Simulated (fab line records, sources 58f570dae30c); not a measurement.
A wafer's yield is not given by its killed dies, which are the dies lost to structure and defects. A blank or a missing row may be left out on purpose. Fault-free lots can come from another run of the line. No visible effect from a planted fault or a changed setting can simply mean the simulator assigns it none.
fab line records ; flow berkeleyCmos170
[record] lots = 6; wafers = 18; lastDay = 12
route steps=331 shown PWELL@44 WELLDRIVE@55
lots with no fault: from the same line, run without faults
startH: the number of hours between the record's first day and the start of the first shown wafer of the lot ; waitH: how many hours have passed since the lot's step before this one ; " the same as in the row above ; L1.1+2: a row that stands for several wafers ; - value missing, or start not given ; * or withheld: withheld ; < > ~ a bound
route shown NAME@n: names a module that has steps shown in the file, with the first one's number in the route ; usual: mean/standard deviation of fault-free wafers ; same: alike in all rows ; chamber/n: place in a boat ; sites: readings site by site ; _std_site: the values' standard deviation ; _edge_site: outer sites' mean less inner sites' ; radiusMm: for every site, how far away it sits from the centre of the wafer ; mask NAME#n: copy n ; behind: the tool/chamber that last shaped the wafer ; hold: the reason the lot was held/the length of the hold in hours/how it ended ; device: names the non-switching transistor (n, p or np) ; end of line: the tests these same wafers got at the end of their route ; a step with no rows: only its recipe ; killed: count of dies lost to structure and defects at first sort (not the wafer's yield) ; map: shows each die of a wafer: x if killed, . if not, _ if none is there
set.NAME: the setting the step ran with; set.NAME@STEP: the setting that earlier step ran with ; model.NAME: the simulator's own value behind a step, which no gauge read
a table for each step, a row for each wafer; lots at some steps of the route
services: the hour from which a tool's chamber was out of use, counted from the record's first day as startH (under 0 if before that day), plus the number of hours and why
[[steps]]
[step UCB170_PWELL_EXPOSE_10]
[recipe] maskId = PWELL; targetCdNm = 3000; na = 0.5; sigmaOuter = 0.6; sourceShape = conventional; doseMj = 19
[step UCB170_PWELL_PEB_11]
[recipe] pebTempC = 130; pebTimeS = withheld; resist = KrF
[step UCB170_PWELL_DEVELOP_12]
[recipe] developer = TMAH; developTimeS = 45; resist = KrF; devTempC = 21
[step UCB170_PWELL_OVL_MEAS_13]
[usual] PWELL_OVL = 0/4.4
lot.wafer;tool;chamber;startH;waitH;PWELL_OVL[nm]
L173.1;overlay-01;-;66.88;-;11
L173.3;overlay-01;-;66.88;-;-1
L173.6;overlay-01;-;66.88;-;5
L174.2;overlay-01;-;76.46;-;3
L174.3;overlay-01;-;76.46;-;5
L174.4;overlay-01;-;76.46;-;4
L175.1;overlay-02;-;76.75;-;-3
L175.2;overlay-02;-;76.75;-;-4
L175.4;overlay-02;-;76.75;-;-3
L185.1;overlay-02;-;134.78;-;-1
L185.5;overlay-02;-;134.78;-;0
L185.6;overlay-02;-;134.78;-;-8
L186.3;overlay-02;-;135.00;-;5
L186.4;overlay-02;-;135.00;-;9
L186.5;overlay-02;-;135.00;-;5
L189.3;overlay-01;-;159.78;-;-4
L189.5;overlay-01;-;159.78;-;1
L189.6;overlay-01;-;159.78;-;1
[step UCB170_PWELL_ETCH_14]
[recipe] chemistry = CH3F/Ar/O2; target = Si3N4; stopOn = SiO2; CH3F_flow_sccm = 20; Ar_flow_sccm = 50; O2_flow_sccm = 7; pressureMtorr = 50; rfW = 450; targetDepthA = 2420; overEtchFrac = 0.1; timeS = 151
[usual] drypumpMotorCurrentA = 5.7/0.46; oesProductAu = 0.941/0.017; throttleValvePct = 8.06/0.14
[same] timeS = 151
lot.wafer;tool;chamber;startH;waitH;drypumpMotorCurrentA;oesProductAu;rfHoursCounterH;throttleValvePct
L173.1;rieDiel-01;0;66.92;0.0;6.7;0.929;101;8.12
L173.3;rieDiel-01;1;66.92;0.0;6.0;0.968;25;8.30
L173.6;rieDiel-01;0;66.92;0.0;6.6;0.944;-;8.14
L174.2;rieDiel-01;3;76.49;0.0;5.3;0.946;58;8.12
L174.3;rieDiel-01;1;76.49;0.0;6.0;0.975;26;8.33
L174.4;rieDiel-01;2;76.49;0.0;5.8;0.918;143;8.11
L175.1;rieDiel-04;0;76.78;0.0;5.2;0.945;115;7.81
L175.2;rieDiel-04;2;76.78;0.0;6.4;0.925;85;7.98
L175.4;rieDiel-04;1;76.78;0.0;6.0;0.957;17;7.94
L185.1;rieDiel-03;2;134.82;0.0;5.2;0.940;141;8.03
L185.5;rieDiel-03;0;134.82;0.0;5.5;0.943;-;8.10
L185.6;rieDiel-03;3;134.82;0.0;5.3;0.962;-;8.11
L186.3;rieDiel-01;0;135.03;0.0;6.7;0.943;104;8.14
L186.4;rieDiel-01;2;135.03;0.0;5.8;0.924;146;8.09
L186.5;rieDiel-01;1;135.03;0.0;5.9;0.971;-;8.31
L189.3;rieDiel-04;3;159.81;0.0;5.8;0.950;13;8.16
L189.5;rieDiel-04;1;159.81;0.0;6.0;0.953;-;7.95
L189.6;rieDiel-04;0;159.81;0.0;5.3;0.945;-;7.83
[step UCB170_PWELL_IMPLANT_15]
[recipe] species = B; doseCm2 = 5e+12; energyKev = 60; tiltDeg = 7
[step UCB170_PWELL_STRIP_16]
[recipe] chemistry = O2; powerW = 400; pressureMtorr = 3500; platenTempC = withheld; o2FlowSccm = 400; overashFraction = 0.5
[usual] drypumpMotorCurrentA = 6.0/0.37; oesProductAu = 0.720/0.0045; stripTimeToEndpointS = 18.09/0.12
lot.wafer;tool;chamber;startH;waitH;drypumpMotorCurrentA;oesProductAu;rfHoursCounterH;stripTimeToEndpointS
L173.1;plasmaAsher-03;0;67.17;0.1;5.9;0.715;25;18.35
L173.3;plasmaAsher-03;1;67.17;0.1;6.7;0.724;-;18.19
L173.6;plasmaAsher-03;0;67.17;0.1;5.9;0.725;-;18.33
L174.2;plasmaAsher-04;1;76.74;0.1;5.7;0.718;37;17.99
L174.3;plasmaAsher-04;0;76.74;0.1;5.8;0.722;-;18.09
L174.4;plasmaAsher-04;1;76.74;0.1;5.7;0.721;-;18.33
L175.1;plasmaAsher-01;0;77.03;0.1;6.2;0.722;34;18.12
L175.2;plasmaAsher-01;1;77.03;0.1;5.7;0.730;34;17.96
L175.4;plasmaAsher-01;1;77.03;0.1;5.7;0.723;-;18.05
L185.1;plasmaAsher-01;1;135.07;0.1;5.7;0.720;2;18.03
L185.5;plasmaAsher-01;0;135.07;0.1;6.2;0.720;-;18.14
L185.6;plasmaAsher-01;1;135.07;0.1;5.6;0.716;-;18.10
L186.3;plasmaAsher-04;1;135.31;0.1;5.7;0.726;-;18.33
L186.4;plasmaAsher-04;0;135.31;0.1;5.8;0.719;-;18.21
L186.5;plasmaAsher-04;0;135.31;0.1;5.8;0.730;-;18.08
L189.3;plasmaAsher-04;1;160.09;0.1;5.7;0.725;-;18.18
L189.5;plasmaAsher-04;1;160.09;0.1;5.8;0.718;-;18.14
L189.6;plasmaAsher-04;0;160.09;0.1;5.8;0.726;-;18.25
[step UCB170_PWELL_TW_MEAS_17]
[usual] PWELL_TW = 376/3
lot.wafer;tool;chamber;startH;waitH;PWELL_TW
L173.1;filmMetro-03;-;67.27;0.1;377
L173.3;filmMetro-03;-;67.27;0.1;377
L173.6;filmMetro-03;-;67.27;0.1;379
L174.2;filmMetro-03;-;76.85;0.1;380
L174.3;filmMetro-03;-;76.85;0.1;379
L174.4;filmMetro-03;-;76.85;0.1;378
L175.1;filmMetro-03;-;77.13;0.1;378
L175.2;filmMetro-03;-;77.13;0.1;380
L175.4;filmMetro-03;-;77.13;0.1;378
L185.1;filmMetro-03;-;135.17;0.1;375
L185.5;filmMetro-03;-;135.17;0.1;376
L185.6;filmMetro-03;-;135.17;0.1;376
L186.3;filmMetro-04;-;135.40;0.1;374
L186.4;filmMetro-04;-;135.40;0.1;373
L186.5;filmMetro-04;-;135.40;0.1;375
L189.3;filmMetro-04;-;160.18;0.1;373
L189.5;filmMetro-04;-;160.18;0.1;375
L189.6;filmMetro-04;-;160.18;0.1;373
[step UCB170_PWELL_CLEAN_18]
[recipe] chemistry = SPM; tempC = 120; timeS = 600
[step UCB170_PWELL_WET_ETCH_19]
[recipe] chemistry = H3PO4; target = Si3N4; tempC = 160; timeS = 14400
[step UCB170_PWELL_WET_ETCH_20]
[recipe] chemistry = BOE; dilution = 5:1; target = SiO2; tempC = 25; timeS = 22
[step UCB170_WELLDRIVE_CLEAN_00]
[recipe] chemistry = SPM; tempC = 120; timeS = 600
[step UCB170_WELLDRIVE_OXIDATION_01]
[recipe] tempC = 1100; ambient = O2; targetThkA = 1990; oxTimeS = 9000
[usual] oxTempC = 1100.0/0.5; oxTempCMax = 1104.8/2.9; tubeCenterTempC = 1100/0.1
lot.wafer;tool;chamber;startH;waitH;oxTempC;oxTempCMax;tubeCenterTempC
L173.1;furnace-04;0;77.45;4.9;1099.6;1109.2;1100.1
L173.3;furnace-04;0;77.45;4.9;1099.7;1107.3;1099.9
L173.6;furnace-04;0;77.45;4.9;1099.8;1107.9;1100
L174.2;furnace-04;-;86.38;5.1;-;-;-
L174.3;furnace-04;-;86.38;5.1;-;-;-
L174.4;furnace-04;-;86.38;5.1;-;-;-
L175.1;furnace-04;-;86.38;4.8;-;-;-
L175.2;furnace-04;-;86.38;4.8;-;-;-
L175.4;furnace-04;-;86.38;4.8;-;-;-
L185.1;furnace-01;0;144.51;4.3;1099.9;1102.8;1100
L185.5;furnace-01;0;144.51;4.3;1099.8;1103.4;1099.8
L185.6;furnace-01;0;144.51;4.3;1100.5;1105.1;1100.1
L186.3;furnace-01;0;144.51;3.8;1099.8;1103.3;1099.9
L186.4;furnace-01;0;144.51;3.8;1099.7;1102.7;1100.1
L186.5;furnace-01;0;144.51;3.8;1099.5;1103.4;1100
L189.3;furnace-02;0;169.73;4.8;1100.8;1103.4;1100.1
L189.5;furnace-02;0;169.73;4.8;1099.9;1102.7;1100.1
L189.6;furnace-02;0;169.73;4.8;1100.8;1103.7;1100.2
[[services]]
tool;chamber;startH;hours;kind
plasmaAsher-01;-;54.69;5.8;repair
rieDiel-01;2;60.47;8.0;repair
furnace-01;-;72.23;4.0;pm
rieDiel-03;0;73.00;4.3;repair
furnace-02;-;83.13;3.5;pm
furnace-02;-;87.36;1.9;repair
rieDiel-04;-;91.58;0.8;repair
plasmaAsher-01;-;108.83;9.0;pm
plasmaAsher-01;0;108.83;9.0;ventCycle
plasmaAsher-01;1;108.83;9.0;ventCycle
rieDiel-03;1;116.40;9.2;repair
plasmaAsher-01;0;117.83;-;clean
plasmaAsher-01;1;117.83;-;clean
rieDiel-04;0;119.94;7.6;repair
furnace-04;-;123.20;2.6;pm
rieDiel-03;0;136.13;2.8;repair
plasmaAsher-04;-;136.13;3.3;repair
plasmaAsher-01;-;137.47;6.2;repair
rieDiel-04;0;155.59;3.3;repair
rieDiel-03;2;162.96;12.8;repair
furnace-04;-;167.60;8.1;pm
[[key]]
[firstSign] step = UCB170_WELLDRIVE_OXIDATION_01; reading = toolRecord; direction = missing
effect none on later readings
metAt UCB170_WELLDRIVE_OXIDATION_01
struckWafers L174.2,L174.3,L174.4,L175.1,L175.2,L175.4
laterRowsLeftOut L174.2,L174.3,L174.4,L175.1,L175.2,L175.4
sortLeftOut L174.2,L174.3,L174.4,L175.1,L175.2,L175.4
testerLeftOut L174,L175
onsetBetween 77.45 86.38
[fault] kind = skippedStepWhole; tool = furnace-04; chamber = -; onsetH = 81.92; steps = UCB170_WELLDRIVE_OXIDATION_01; scope = struckLotsOnly
// testerLeftOut: of these lots the tester's yield and bins aren't shown, on N5 and GAA mostly nor the transistor test; their killed dies are dies lost to structure and defects alone, not to doping, threshold or leakage, so they don't give the yield
// sortLeftOut: the simulated sort isn't trusted on such a fault, so these wafers' sort isn't shown, and their yield isn't known
// laterRowsLeftOut: the simulator's readings of these wafers behind a module that went badly wrong aren't trusted and aren't shown, but for the sort
